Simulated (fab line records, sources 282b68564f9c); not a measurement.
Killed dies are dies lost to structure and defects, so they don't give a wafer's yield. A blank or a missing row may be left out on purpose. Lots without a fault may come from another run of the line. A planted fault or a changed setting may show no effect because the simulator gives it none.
A struck lot beside a sound one | flow rit_cmos | 26 steps out of a route of 202
Sound: wafers L257.1, L257.2, L257.3. Struck: wafers L263.2, L263.3, L263.5. The cause comes at the end.
At each step with rows: each side's tool, then ch and its chambers, then its first start. Under that, the readings that differ: sound wafers | struck wafers | difference of the means | sigmas: that difference in standard deviations of wafers without a fault.
alike: readings whose means differ by less than 2 such deviations, and words and numbers that are the same on both sides. not compared: withheld readings, readings that some wafer has no value for, bounds like >300 that may hide the same value, and numbers for which the record gives no deviation and whose values overlap.
The two part at a step that has a row with sigmas, a row that says differs or no value, or rows on one side only. Numbers that don't overlap but have no deviation are shown without sigmas and don't part them. A reading that every wafer of one side lacks parts them only if that side has two wafers or more.

first, 1 step without rows for these wafers: RIT_PRETRO_IMPLANT_08.
RIT_PRETRO_STRIP_09: strips in O2, time 180 s.
  sound on plasma_asher-03 ch 0,1, day 3 02:19; struck on plasma_asher-01 ch 1, day 4 08:56
  alike: drypump_motor_current_A
  not compared: rf_hours_counter_h
RIT_PRETRO_TW_MEAS_10:
  sound on film_metro-03, day 3 02:29; struck on film_metro-01, day 4 09:07
  alike: PRETRO_TW
then, 5 steps without rows for these wafers: RIT_GATE_WET_ETCH_00 (etches SiO2 in BOE, target depth 56 nm, time 60 s); RIT_GATE_CLEAN_01 (cleans in SC1, time 600 s); RIT_GATE_CLEAN_02 (cleans in dHF, time 30 s); RIT_GATE_CLEAN_03 (cleans in SC2, time 600 s); RIT_GATE_CLEAN_04 (cleans in dHF, time 60 s).
RIT_FOX2_THK_MEAS_91:
  sound on film_metro-02, day 3 02:58; struck on film_metro-01, day 4 09:35
  alike: FIELD_OXIDE_LEFT_2_THK
then, 2 steps without rows for these wafers: RIT_GATE_OXIDATION_05 (target thk 3 nm, ox time 270 s); RIT_GATE_ANNEAL_06 (time 600 s).
RIT_GATE_THK_MEAS_07:
  sound on film_metro-04, day 3 08:01; struck on film_metro-04, day 4 12:25
  alike: GATE_OXIDE_THK
RIT_GATE_CVD_08: deposits poly-Si from SiH4, target thk 250 nm, time 2220 s.
  sound on lpcvd-01 ch 1, day 3 08:04; struck on lpcvd-01 ch 1, day 4 12:28
  reading                                  | sound             | struck            | difference | sigmas
  spike_tc_centre_C (C)                    | 611.0 612.3 611.4 | 627.2 626.5 626.4 | +15.1      | +15
  spike_tc_load_C (C)                      | 632.4 633.1 633.5 | 646.6 649.8 648.1 | +15.2      | +8
  spike_tc_source_C (C)                    | 625.9 627.3 627.8 | 642.7 641.9 643.5 | +15.7      | +7
  susceptor_temp_C (C)                     | 610.4 610.2 610.6 | 624.9 624.9 624.4 | +14.3      | +45
  zone_power_source_pct (%)                | 11.07 10.96 11.09 | 11.55 11.46 11.50 | +0.46      | +2
  model.poly-Si_of_GATE_CVD_08.thk_nm (nm) | 253.4 252.6 251.8 | 354.5 353.3 353.3 | +101.1     |
RIT_GATE_THK_MEAS_09:
  sound on film_metro-01, day 3 09:41; struck on film_metro-02, day 4 14:05
  reading            | sound             | struck            | difference | sigmas
  GATE_POLY_THK (nm) | 253.4 252.6 251.9 | 354.4 353.1 353.5 | +101.0     | +44
then, 6 steps without rows for these wafers: RIT_GATE_HMDS_10 (prime time 60 s); RIT_GATE_COAT_11 (resist thk 850 nm); RIT_GATE_SOFTBAKE_12 (time 60 s); RIT_GATE_EXPOSE_13 (exposes mask M6, target cd 150 nm); RIT_GATE_PEB_14; RIT_GATE_DEVELOP_15 (develop time 50 s).
RIT_GATE_CD_MEAS_16: target cd 150 nm.
  sound on cd_sem-01, day 3 10:47; struck on cd_sem-01, day 4 15:08
  reading    | sound             | struck            | difference | sigmas
  cd_nm (nm) | 150.1 153.2 155.0 | 144.6 144.3 146.9 | -7.5       | -3
RIT_GATE_OVL_MEAS_17:
  sound on overlay-01, day 3 10:54; struck on overlay-02, day 4 15:14
  alike: GATE_OVL
then, 1 step without rows for these wafers: RIT_GATE_HARDBAKE_18 (time 60 s).
RIT_GATE_ETCH_19: etches poly-Si in SF6/CHF3/O2, stops on SiO2, time 168.1 s, target depth 312.5 nm.
  sound on rie_si-01 ch 0,1,3, day 3 11:09; struck on rie_si-01 ch 2,3, day 4 15:25
  reading                          | sound             | struck            | difference | sigmas
  oes_product_au (a.u.)            | 0.855 0.859 0.849 | 0.967 0.998 0.977 | +0.126     | +11
  model.etch.depth_nm (nm)         | 253.4 252.6 251.8 | 308.1 314.9 309.6 | +58.3      |
  model.GATE.feature_depth_nm (nm) | 253.4 252.6 251.8 | 308.1 314.9 309.6 | +58.3      |
  alike: drypump_motor_current_A, throttle_valve_pct
  not compared: rf_hours_counter_h
RIT_GATE_STRIP_20: strips in O2, time 180 s.
  sound on plasma_asher-04 ch 0,1, day 3 11:15; struck on plasma_asher-01 ch 0,1, day 4 15:31
  alike: drypump_motor_current_A
  not compared: rf_hours_counter_h
RIT_M1_PROBE_99:
  the record has rows for the struck wafers here (prober-01, day 5 11:38) and none for the sound ones

WHERE THEY PART
First at RIT_GATE_CVD_08; last, within this record, at RIT_M1_PROBE_99.

WHY: what the simulator had put in
Process parameter drift: lpcvd-01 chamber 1, from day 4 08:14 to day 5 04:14, at RIT_GATE_CVD_08. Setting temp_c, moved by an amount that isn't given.
